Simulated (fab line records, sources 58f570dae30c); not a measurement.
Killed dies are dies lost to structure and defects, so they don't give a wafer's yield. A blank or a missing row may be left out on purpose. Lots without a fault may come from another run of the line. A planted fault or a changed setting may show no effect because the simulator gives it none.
A struck lot beside a sound one | flow berkeley_cmos170 | 44 steps out of a route of 331
Sound: wafers L991.3, L991.4, L991.5. Struck: wafer L106.6. (L106.1, L106.5 of the same lot were not struck and are left out.) The cause comes at the end.
At each step with rows: each side's tool, then ch and its chambers, then its first start. Under that, the readings that differ: sound wafers | struck wafers | difference of the means | sigmas: that difference in standard deviations of wafers without a fault.
alike: readings whose means differ by less than 2 such deviations, and words and numbers that are the same on both sides. not compared: withheld readings, readings that some wafer has no value for, bounds like >300 that may hide the same value, and numbers for which the record gives no deviation and whose values overlap.
The two part at a step that has a row with sigmas, a row that says differs or no value, or rows on one side only. Numbers that don't overlap but have no deviation are shown without sigmas and don't part them. A reading that every wafer of one side lacks parts them only if that side has two wafers or more.

first, 5 steps without rows for these wafers: UCB170_CONTACT_COAT_10 (resist thk 900 nm); UCB170_CONTACT_SOFTBAKE_11 (time 60 s); UCB170_CONTACT_EXPOSE_12 (exposes mask CONT, target cd 700 nm); UCB170_CONTACT_PEB_13; UCB170_CONTACT_DEVELOP_14 (develop time 45 s).
UCB170_CONTACT_CD_MEAS_15: target cd 700 nm.
  sound on cd_sem-01, day 7 23:26; struck on cd_sem-02, day 11 01:52
  alike: cd_nm
UCB170_CONTACT_OVL_MEAS_16:
  sound on overlay-02, day 7 23:32; struck on overlay-01, day 11 01:59
  reading          | sound   | struck | difference | sigmas
  CONTACT_OVL (nm) | -9 3 -3 | 11     | +14        | +3
UCB170_CONTACT_ETCH_17: etches BARC in N2/H2.
  sound on rie_diel-03 ch 0,2, day 7 23:33; struck on rie_diel-03 ch 1, day 11 02:02
  alike: drypump_motor_current_A, oes_product_au, throttle_valve_pct
UCB170_CONTACT_ETCH_18: etches PSG in CHF3/CF4/Ar, stops on TiSi2, target depth 840 nm, time 195 s.
  sound on rie_diel-03 ch 0,2; struck on rie_diel-03 ch 1
  reading               | sound             | struck | difference | sigmas
  CHF3_flow_sccm (sccm) | 45.25 45.09 45.18 | 44.90  | -0.27      | -2
  alike: drypump_motor_current_A, oes_product_au, throttle_valve_pct
  not compared: rf_hours_counter_h
UCB170_CONTACT_STRIP_19: strips in O2.
  sound on plasma_asher-03 ch 0,1, day 7 23:46; struck on plasma_asher-02 ch 0, day 11 02:12
  alike: drypump_motor_current_A, o2_flow_sccm, oes_product_au
  not compared: rf_hours_counter_h
UCB170_CONTACT_CD_MEAS_90: target cd 700 nm.
  sound on cd_sem-01, day 7 23:52; struck on cd_sem-02, day 11 02:18
  alike: cd_nm
then, 1 step without rows for these wafers: UCB170_CONTACT_CLEAN_20 (cleans in SPM, time 600 s).
UCB170_M1_SPUTTER_00: material Al, target thk 600 nm, time 80 s.
  sound on pvd_sputter-03, day 8 00:07; struck on pvd_sputter-01, day 11 02:35
  reading                               | sound                | struck | difference | sigmas
  cathode_dc_power_W (W)                | 6001.9 5999.7 5998.7 | 7237.2 | +1237.1    | +99 or more
  model.Al_of_M1_SPUTTER_00.thk_nm (nm) | 587.8 592.7 590.2    | 727.6  | +137.4     |
  alike: throttle_valve_pct
UCB170_M1_RS_MEAS_01: measures by four-point-probe.
  sound on film_metro-01, day 8 00:13; struck on film_metro-02, day 11 02:39
  reading           | sound                | struck | difference | sigmas
  M1_AL_RS (ohm/sq) | 0.0497 0.0492 0.0494 | 0.0398 | -0.0096    | -20
UCB170_M1_THK_MEAS_02: measures by xrf.
  sound on film_metro-01, day 8 00:19; struck on film_metro-02, day 11 02:46
  reading        | sound       | struck | difference | sigmas
  M1_AL_THK (nm) | 570 575 574 | 706    | +133       | +23
then, 6 steps without rows for these wafers: UCB170_M1_COAT_03; UCB170_M1_COAT_04 (resist thk 900 nm); UCB170_M1_SOFTBAKE_05 (time 60 s); UCB170_M1_EXPOSE_06 (exposes mask METAL1, target cd 700 nm); UCB170_M1_PEB_07; UCB170_M1_DEVELOP_08 (develop time 45 s).
UCB170_M1_CD_MEAS_09: target cd 700 nm.
  sound on cd_sem-02, day 8 01:56; struck on cd_sem-02, day 11 04:29
  alike: cd_nm
UCB170_M1_OVL_MEAS_10:
  sound on overlay-02, day 8 02:02; struck on overlay-02, day 11 04:37
  alike: M1_OVL
then, 1 step without rows for these wafers: UCB170_M1_ETCH_11 (etches BARC in N2/H2).
UCB170_M1_METAL_ETCH_12: etches Al in Cl2/BCl3, stops on PSG, target depth 780 nm, time 130 s.
  sound on rie_metal-02 ch 0,1, day 8 02:08; struck on rie_metal-01 ch 1, day 11 04:41
  reading                     | sound             | struck | difference | sigmas
  drypump_motor_current_A (A) | 5.7 6.4 6.4       | 4.7    | -1.5       | -3
  oes_product_au (a.u.)       | 0.836 0.862 0.859 | 0.949  | +0.097     | +8
  throttle_valve_pct (%)      | 24.44 24.55 24.53 | 24.03  | -0.48      | -3
  alike: he_backside_leak_sccm, mfc_cl2_sccm
  not compared: rf_hours_counter_h
UCB170_M1_STRIP_13: strips in O2.
  sound on plasma_asher-04 ch 0,1, day 8 02:16; struck on plasma_asher-04 ch 1, day 11 04:50
  reading             | sound             | struck | difference | sigmas
  o2_flow_sccm (sccm) | 399.8 400.6 401.8 | 397.9  | -2.8       | -2
  alike: drypump_motor_current_A, oes_product_au
  not compared: rf_hours_counter_h
UCB170_M1_CD_MEAS_90: target cd 700 nm.
  sound on cd_sem-01, day 8 02:22; struck on cd_sem-01, day 11 04:56
  reading    | sound             | struck | difference | sigmas
  cd_nm (nm) | 699.6 700.8 699.1 | 694.6  | -5.2       | -2
then, 2 steps without rows for these wafers: UCB170_M1_ANNEAL_14 (time 1200 s); UCB170_V1_CVD_00 (deposits SiO2 from TEOS/O2, target thk 2000 nm, time 250 s).
UCB170_V1_THK_MEAS_01:
  sound on film_metro-03, day 8 04:35; struck on film_metro-04, day 11 06:50
  alike: V1_TEOS_THK
UCB170_V1_CMP_02: polishes SiO2.
  sound on cmp-02 ch 2,3, day 8 04:37; struck on cmp-02 ch 3, day 11 06:54
  reading             | sound          | struck | difference | sigmas
  motor_current_A (A) | 14.9 18.9 15.5 | 18.9   | +2.5       | +2
  alike: head_pressure_psi
UCB170_V1_BOW_MEAS_03:
  sound on film_metro-02, day 8 04:58; struck on film_metro-04, day 11 07:12
  alike: V1_BOW
UCB170_V1_THK_MEAS_04:
  sound on film_metro-02, day 8 05:04; struck on film_metro-04, day 11 07:19
  alike: V1_POLISHED_THK
then, 7 steps without rows for these wafers: UCB170_V1_CLEAN_05 (cleans in DIW); UCB170_V1_HMDS_06 (prime time 60 s); UCB170_V1_COAT_07 (resist thk 900 nm); UCB170_V1_SOFTBAKE_08 (time 60 s); UCB170_V1_EXPOSE_09 (exposes mask VIA1, target cd 700 nm); UCB170_V1_PEB_10; UCB170_V1_DEVELOP_11 (develop time 45 s).
UCB170_V1_CD_MEAS_12: target cd 700 nm.
  sound on cd_sem-01, day 8 07:02; struck on cd_sem-02, day 11 08:48
  alike: cd_nm
UCB170_V1_OVL_MEAS_13:
  sound on overlay-02, day 8 07:07; struck on overlay-02, day 11 08:55
  alike: V1_OVL
UCB170_V1_ETCH_14: etches SiO2 in CHF3/CF4/Ar, stops on Al, target depth 1250 nm, time 291 s.
  sound on rie_diel-01 ch 2,3, day 8 07:08; struck on rie_diel-03 ch 2, day 11 08:57
  reading                               | sound             | struck | difference | sigmas
  model.Al_of_M1_SPUTTER_00.thk_nm (nm) | 587.8 592.7 590.2 | 727.5  | +137.3     |
  alike: CHF3_flow_sccm, drypump_motor_current_A, oes_product_au, throttle_valve_pct
  not compared: rf_hours_counter_h
UCB170_M3_PROBE_99:
  sound on prober-01, day 8 18:57; struck on prober-02, day 11 20:27
  reading                                        | sound                        | struck    | difference | sigmas
  model.etest.m1_comb_over_steps.leak_log10_a_um | -12.67 -12.85 -12.81         | -5.216    | +7.561     |
  model.etest.ring.quiet_log10_a (angstrom)      | -8.591 -8.781 -8.742         | -3.266    | +5.439     |
  model.etest.m1.rs_ohm_sq                       | 0.04966 0.04924 0.04875      | 0.03978   | -0.00944   |
  model.etest.antenna_m1.vt_shift_v (V)          | -0.009851 -0.00983 -0.006179 | -0.001377 | +0.007243  |

WHERE THEY PART
First at UCB170_CONTACT_OVL_MEAS_16; last, within this record, at UCB170_V1_CMP_02. Later steps at which nothing parts them and some readings are alike: UCB170_V1_BOW_MEAS_03, UCB170_V1_THK_MEAS_04, UCB170_V1_CD_MEAS_12, UCB170_V1_OVL_MEAS_13, UCB170_V1_ETCH_14.

WHY: what the simulator had put in
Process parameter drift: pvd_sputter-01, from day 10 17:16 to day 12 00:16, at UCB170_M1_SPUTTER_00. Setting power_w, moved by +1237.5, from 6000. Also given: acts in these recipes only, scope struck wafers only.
